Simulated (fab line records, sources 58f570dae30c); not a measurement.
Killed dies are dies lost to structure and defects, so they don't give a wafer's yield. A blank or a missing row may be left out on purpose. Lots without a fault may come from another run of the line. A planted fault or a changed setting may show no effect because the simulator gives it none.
fab line records | flow berkeley_cmos170 | part 2 of 2: steps 28 to 41 of 41
record lots=5 wafers=15 last_day=11
route steps=331 shown CONTACT@227 M1@238 V1@254
lots that met no fault: from a run of the same line without faults
start_h: hours from the record's first day to the start of the lot's first wafer shown | wait_h: hours since the lot's step before | " the same as in the row above | L1.1+2: a row that stands for several wafers | - no value, or no start given | * or withheld: withheld | < > ~ a bound
route shown NAME@n: a module of which the file shows steps, and the number in the route of the first | usual: mean/standard deviation of fault-free wafers | same: alike in all rows | chamber/n: place in a boat | sites: the reading at each site | _std_site: their standard deviation | _edge_site: outer sites' mean less inner sites' | radius_mm: how far each site lies from the wafer's centre | mask NAME#n: copy n | behind: the tool/chamber that last shaped the wafer | hold: why the lot was held/for how many hours/how that ended | device: the transistor (n, p or np) that didn't switch | end of line: the same wafers' tests at the end of the route | a step without rows: its recipe alone | killed: dies lost to structure and defects at the first sort, not the wafer's yield | map: a wafer's dies, x killed, . not, _ none there
set.NAME: the setting as run; set.NAME@STEP: as run at that earlier step | model.NAME: the simulator's own value behind a step, which no gauge read
lots at some steps of the route; a table a step, a row a wafer
services: from which hour (start_h, from the record's first day; less than 0 if before it) a tool's chamber was out of use, for how many hours, and why
## steps
# step UCB170_V1_CVD_00
# recipe material=SiO2 target_thk_nm=2000 temp_c=390 precursor=TEOS/O2 time_s=250 rf_w=550 pressure_mtorr=9000
# usual heater_power_w=226/41
# columns lot.wafer tool chamber start_h wait_h heater_power_w
L074.3 pecvd-01 1 169.87 0.0 215
L074.5 " 2 " " 252
L074.6 " 0 " " 194
L086.2 pecvd-04 0 234.65 0.0 236
L086.5 " 2 " " 277
L086.6 " 0 " " 182
L089.1 pecvd-04 1 242.23 0.0 216
L089.5 " 2 " " 205
L089.6 " 0 " " 180
L091.3 pecvd-02 0 257.32 0.0 293
L091.5 " 1 " " 160
L091.6 " 0 " " 231
L093.1 pecvd-01 2 258.65 0.0 246
L093.2 " 0 " " 233
L093.5 " 0 " " 283
# step UCB170_V1_THK_MEAS_01
# recipe reads=SiO2_of_V1_CVD_00
# usual V1_TEOS_THK=2002/28
# columns lot.wafer tool chamber start_h wait_h V1_TEOS_THK[nm]
L074.3 film_metro-01 - 170.04 0.1 1983
L074.5 " - " " 1979
L074.6 " - " " 2004
L086.2 film_metro-01 - 234.82 0.1 2014
L086.5 " - " " 2010
L086.6 " - " " 2032
L089.1 film_metro-03 - 242.39 0.1 2013
L089.5 " - " " 2039
L089.6 " - " " 2048
L091.3 film_metro-01 - 257.49 0.1 1974
L091.5 " - " " 2037
L091.6 " - " " 2023
L093.1 film_metro-01 - 258.81 0.1 1974
L093.2 " - " " 2004
L093.5 " - " " 2038
# step UCB170_V1_CMP_02
# recipe material=SiO2 down_force_psi=6 platen_rpm=60 pad_velocity_m_s=0.75398
# usual motor_current_A=16.0/1.1
# columns lot.wafer tool chamber start_h wait_h motor_current_A
L074.3 cmp-02 0 170.13 0.1 15.4
L074.6 " 3 " " 14.3
L074.5 " 0 " " 15.9
L086.2 cmp-02 0 235.32 0.5 15.4
L086.5 " 1 " " 15.6
L086.6 " 2 " " 18.0
L089.1 cmp-02 2 242.50 0.1 16.8
L089.6 " 1 " " 15.7
L089.5 " 2 " " 16.1
L091.3 cmp-02 0 257.68 0.2 15.7
L091.5 " 1 " " 15.9
L091.6 " 2 " " 17.9
L093.1 cmp-01 0 258.92 0.1 15.3
L093.2 " 2 " " 17.3
L093.5 " 0 " " 15.5
# step UCB170_V1_BOW_MEAS_03
# recipe mode=bow
# usual V1_BOW=18/7
# columns lot.wafer tool chamber start_h wait_h V1_BOW[um]
L074.3 film_metro-04 - 170.42 0.2 14
L074.5 " - " " 11
L074.6 " - " " 9
L086.2 film_metro-03 - 235.49 0.1 10
L086.5 " - " " 14
L086.6 " - " " 12
L089.1 film_metro-04 - 242.75 0.2 24
L089.5 " - " " 22
L089.6 " - " " 22
L091.3 film_metro-04 - 257.87 0.1 26
L091.5 " - " " 34
L091.6 " - " " 21
L093.1 film_metro-01 - 259.17 0.2 16
L093.2 " - " " 16
L093.5 " - " " 17
# step UCB170_V1_THK_MEAS_04
# recipe reads=SiO2_of_V1_CVD_00
# usual V1_POLISHED_THK=1000.3/1.4
# columns lot.wafer tool chamber start_h wait_h V1_POLISHED_THK[nm]
L074.3 film_metro-04 - 170.52 0.1 1001.2
L074.5 " - " " 1001.8
L074.6 " - " " 997.9
L086.2 film_metro-03 - 235.60 0.1 1001.7
L086.5 " - " " 999.3
L086.6 " - " " 998.1
L089.1 film_metro-04 - 242.87 0.1 999.1
L089.5 " - " " 999.0
L089.6 " - " " 998.8
L091.3 film_metro-04 - 257.97 0.1 999.5
L091.5 " - " " 1000.7
L091.6 " - " " 998.7
L093.1 film_metro-01 - 259.29 0.1 999.6
L093.2 " - " " 998.4
L093.5 " - " " 1000.9
# step UCB170_V1_CLEAN_05
# recipe chemistry=DIW
# columns lot.wafer tool chamber start_h wait_h
L074.3+5+6 wet_bench-03 3 170.56 0.0
L086.2+5+6 wet_bench-02 2 235.65 0.0
L089.1+5+6 wet_bench-01 1 243.33 0.5
L091.3+5+6 wet_bench-02 1 258.01 0.0
L093.1+2+5 wet_bench-01 0 259.49 0.2
# step UCB170_V1_HMDS_06
# recipe prime_time_s=60 prime_temp_c=100
# columns lot.wafer tool chamber start_h wait_h
L074.3+5+6 litho_track-01 0 171.15 0.4
L086.2+5+6 litho_track-02 0 235.85 0.0
L089.1+5+6 litho_track-01 0 243.88 0.4
L091.3+5+6 litho_track-01 0 258.92 0.7
L093.1+2+5 litho_track-02 0 259.74 0.1
# step UCB170_V1_COAT_07
# recipe resist=KrF spin_rpm=1500 resist_thk_nm=900
# columns lot.wafer tool chamber start_h wait_h
L074.3+5+6 litho_track-01 0 171.30 0.1
L086.2+5+6 litho_track-02 0 236.00 0.1
L089.1+5+6 litho_track-01 0 244.03 0.1
L091.3+5+6 litho_track-01 0 259.07 0.1
L093.1+2+5 litho_track-02 0 259.89 0.1
# step UCB170_V1_SOFTBAKE_08
# recipe resist=KrF temp_c=130 time_s=60
# columns lot.wafer tool chamber start_h wait_h
L074.3+5+6 litho_track-01 0 171.45 0.1
L086.2+5+6 litho_track-02 0 236.15 0.1
L089.1+5+6 litho_track-01 0 244.18 0.1
L091.3+5+6 litho_track-01 0 259.22 0.1
L093.1+2+5 litho_track-02 0 260.04 0.1
# step UCB170_V1_EXPOSE_09
# recipe mask_id=VIA1 target_cd_nm=700 na=0.5 sigma_outer=0.6 source_shape=conventional dose_mj=37
# columns lot.wafer tool chamber start_h wait_h mask
L074.3+5+6 krf_scanner-01 0 171.89 0.4 VIA1#0
L086.2+5+6 krf_scanner-02 0 236.29 0.1 VIA1#0
L089.1+5+6 krf_scanner-01 0 244.45 0.2 VIA1#0
L091.3+5+6 krf_scanner-01 0 259.36 0.1 VIA1#0
L093.1+2+5 krf_scanner-02 0 260.31 0.2 VIA1#0
# step UCB170_V1_PEB_10
# recipe peb_temp_c=130 peb_time_s=withheld resist=KrF
# columns lot.wafer tool chamber start_h wait_h
L074.3+5+6 litho_track-02 0 172.02 0.1
L086.2+5+6 litho_track-02 0 236.42 0.1
L089.1+5+6 litho_track-02 0 244.87 0.4
L091.3+5+6 litho_track-02 0 259.51 0.1
L093.1+2+5 litho_track-04 0 260.43 0.1
# step UCB170_V1_DEVELOP_11
# recipe developer=TMAH develop_time_s=45.67 resist=KrF dev_temp_c=21
# usual developer_temp_C=20.99/0.1
# columns lot.wafer tool chamber start_h wait_h developer_temp_C
L074.3 litho_track-02 0 - - 20.98
L074.5 " 0 " " 21.05
L074.6 " 0 " " 21.11
L086.2 litho_track-02 0 - - 20.92
L086.5 " 0 " " 21.01
L086.6 " 0 " " 20.92
L089.1 litho_track-02 0 - - 20.91
L089.5 " 0 " " 21.01
L089.6 " 0 " " 20.94
L091.3 litho_track-02 0 - - 21.04
L091.5 " 0 " " 21.13
L091.6 " 0 " " 20.99
L093.1 litho_track-04 0 - - 21.16
L093.2 " 0 " " 21.22
L093.5 " 0 " " 21.13
# step UCB170_V1_CD_MEAS_12
# recipe target_cd_nm=700
# usual cd_nm=700.2/1.2
# columns lot.wafer tool chamber start_h wait_h cd_nm
L074.3 cd_sem-02 - 172.28 - 700.0
L074.5 " - " " 700.9
L074.6 " - " " 700.6
L086.2 cd_sem-01 - 236.69 - 700.8
L086.5 " - " " 699.8
L086.6 " - " " 699.9
L089.1 cd_sem-01 - 245.17 - 698.7
L089.5 " - " " 698.5
L089.6 " - " " 698.8
L091.3 cd_sem-01 - 259.78 - 700.6
L091.5 " - " " 701.3
L091.6 " - " " 701.5
L093.1 cd_sem-01 - 260.70 - 700.6
L093.2 " - " " 698.9
L093.5 " - " " 698.7
# step UCB170_V1_OVL_MEAS_13
# usual V1_OVL=1/5.5
# columns lot.wafer tool chamber start_h wait_h V1_OVL[nm]
L074.3 overlay-01 - 172.38 0.1 -1
L074.5 " - " " 3
L074.6 " - " " -2
L086.2 overlay-02 - 236.79 0.1 8
L086.5 " - " " 10
L086.6 " - " " 9
L089.1 overlay-01 - 245.29 0.1 -11
L089.5 " - " " -11
L089.6 " - " " 0
L091.3 overlay-01 - 259.87 0.1 -8
L091.5 " - " " -11
L091.6 " - " " -13
L093.1 overlay-02 - 260.82 0.1 -1
L093.2 " - " " -1
L093.5 " - " " -1
## services
# columns tool chamber start_h hours kind
rie_metal-02 - 141.88 2.2 repair
pvd_sputter-04 - 145.17 0.7 repair
pecvd-01 2 146.03 2.4 repair
pecvd-04 - 148.95 0.5 repair
krf_scanner-02 - 153.91 13.2 repair
cmp-02 - 155.51 2.1 repair
plasma_asher-04 - 159.68 0.6 repair
cmp-02 - 163.65 0.4 repair
krf_scanner-01 - 167.17 3.6 pm
krf_scanner-02 - 170.75 1.3 pm
krf_scanner-01 - 172.05 1.0 pm
krf_scanner-01 - 173.05 1.3 pm
rie_diel-04 1 174.74 4.4 repair
rie_diel-03 1 177.34 4.3 repair
rie_metal-02 0 192.95 7.4 repair
rie_diel-03 - 198.21 4.0 pm
pvd_sputter-04 - 214.37 4.5 repair
krf_scanner-01 - 226.34 0.8 pm
wet_bench-02 - 236.17 0.6 repair
rie_diel-04 0 241.28 4.8 repair
krf_scanner-02 - 245.92 1.0 pm
rie_diel-04 1 255.09 13.9 repair
rie_diel-03 1 257.20 2.0 repair
cmp-02 - 259.22 0.4 repair
